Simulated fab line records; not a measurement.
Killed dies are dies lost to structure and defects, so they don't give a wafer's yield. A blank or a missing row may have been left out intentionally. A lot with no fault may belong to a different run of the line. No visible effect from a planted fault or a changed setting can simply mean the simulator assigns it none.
Comparing a struck lot with a sound one ; flow berkeleyCmos170 ; 15 steps out of a route of 331
Sound: these wafers, L735.1, L735.3, L735.4. Wafers L743.1, L743.2, L743.4 were the ones struck. The cause is given at the end.
For every step that has rows: the tool of each side, followed by ch and its chambers, followed by its first start. Under that, the readings that differ: sound wafers ; struck wafers ; difference of the means ; sigmas: that difference in standard deviations of wafers without a fault.
alike: readings with means less than 2 such deviations apart, plus words and numbers identical on both sides. not compared: withheld readings, readings lacking a value on some wafer, bounds such as >300 that could conceal the same value, and numbers that have no deviation in the record and whose values overlap.
The two part at a step that has a row with sigmas, a row that says differs or no value, or rows on one side only. Non-overlapping numbers with no deviation appear without sigmas and do not part them. A reading missing from all wafers of one side parts the sides only when that side holds two or more wafers.

first, 1 step without rows for these wafers: UCB170_M2_SOFTBAKE_06 (time 60 s).
UCB170_M2_STRIP_07: strips in O2.
  sound on plasmaAsher-02 ch 0,1, day 7 09:28; struck on plasmaAsher-04 ch 0,1, day 9 06:34
  alike: drypumpMotorCurrentA, o2FlowSccm, oesProductAu, stripTimeToEndpointS
  not compared: rfHoursCounterH
then, 7 steps without rows for these wafers: UCB170_M2_STRIP_08 (strips KrF in DMSO, time 600 s); UCB170_M2_COAT_09; UCB170_M2_COAT_10 (resist thk 900 nm); UCB170_M2_SOFTBAKE_11 (time 60 s); UCB170_M2_EXPOSE_12 (exposes mask METAL2, target cd 700 nm); UCB170_M2_PEB_13; UCB170_M2_DEVELOP_14 (develop time 45 s).
UCB170_M2_CD_MEAS_15: target cd 700 nm.
  sound: cdSem-02 at day 7 10:56; struck: cdSem-01 at day 9 07:57
  alike: cdNm
UCB170_M2_OVL_MEAS_16:
  sound: overlay-01 at day 7 11:04; struck: overlay-02 at day 9 08:04
  alike: M2_OVL
UCB170_M2_ETCH_17: etches BARC in N2/H2.
  sound on rieDiel-02 ch 0,1,3, day 7 11:05; struck on rieDiel-02 ch 1,2,3, day 9 08:07
  alike: drypumpMotorCurrentA, oesProductAu, throttleValvePct
UCB170_M2_METAL_ETCH_18: etches Al in Cl2/BCl3, stops on SiO2, target depth 1170 nm, time 195 s.
  sound on rieMetal-03 ch 0,1, day 7 11:08; struck on rieMetal-02 ch 0,1, day 9 08:09
reading;sound;struck;difference;sigmas
oesProductAu (a.u.);0.855 0.855 0.866;1.031 1.039 1.037;+0.177;+23
runLengthS (s);223.6 223.0 223.8;133.9 133.3 133.0;-90.1;-99 or more
model.KrF_of_M2_COAT_10.thkNm (nm);245.8 219.2 241.4;507 502.1 498.3;+267;
model.M2.featureDepthNm (nm);940.4 961.8 964.4;652.7 660.9 665.8;-295.7;
model.etch.depthNm (nm);886.9 904.6 910.9;652.7 660.9 665.8;-241.0;
  alike: drypumpMotorCurrentA, throttleValvePct
  not compared: rfHoursCounterH
UCB170_M2_STRIP_19: strips in O2.
  sound on plasmaAsher-02 ch 0,1, day 7 11:19; struck on plasmaAsher-04 ch 0,1, day 9 08:20
reading;sound;struck;difference;sigmas
oesProductAu (a.u.);0.585 0.555 0.580;0.724 0.724 0.715;+0.148;+6
  alike: drypumpMotorCurrentA, o2FlowSccm
  not compared: rfHoursCounterH
UCB170_M2_CD_MEAS_90: target cd 700 nm.
  sound: cdSem-02 at day 7 11:25; struck: cdSem-02 at day 9 08:26
reading;sound;struck;difference;sigmas
cdNm (nm);709 698 709;721 728 725;+19;+5

WHERE THEY PART
First at UCB170_M2_METAL_ETCH_18; last, within this record, at UCB170_M2_CD_MEAS_90.

WHY: what the simulator had put in
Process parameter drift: rieMetal-02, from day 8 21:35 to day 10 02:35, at UCB170_M2_METAL_ETCH_18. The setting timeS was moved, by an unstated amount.
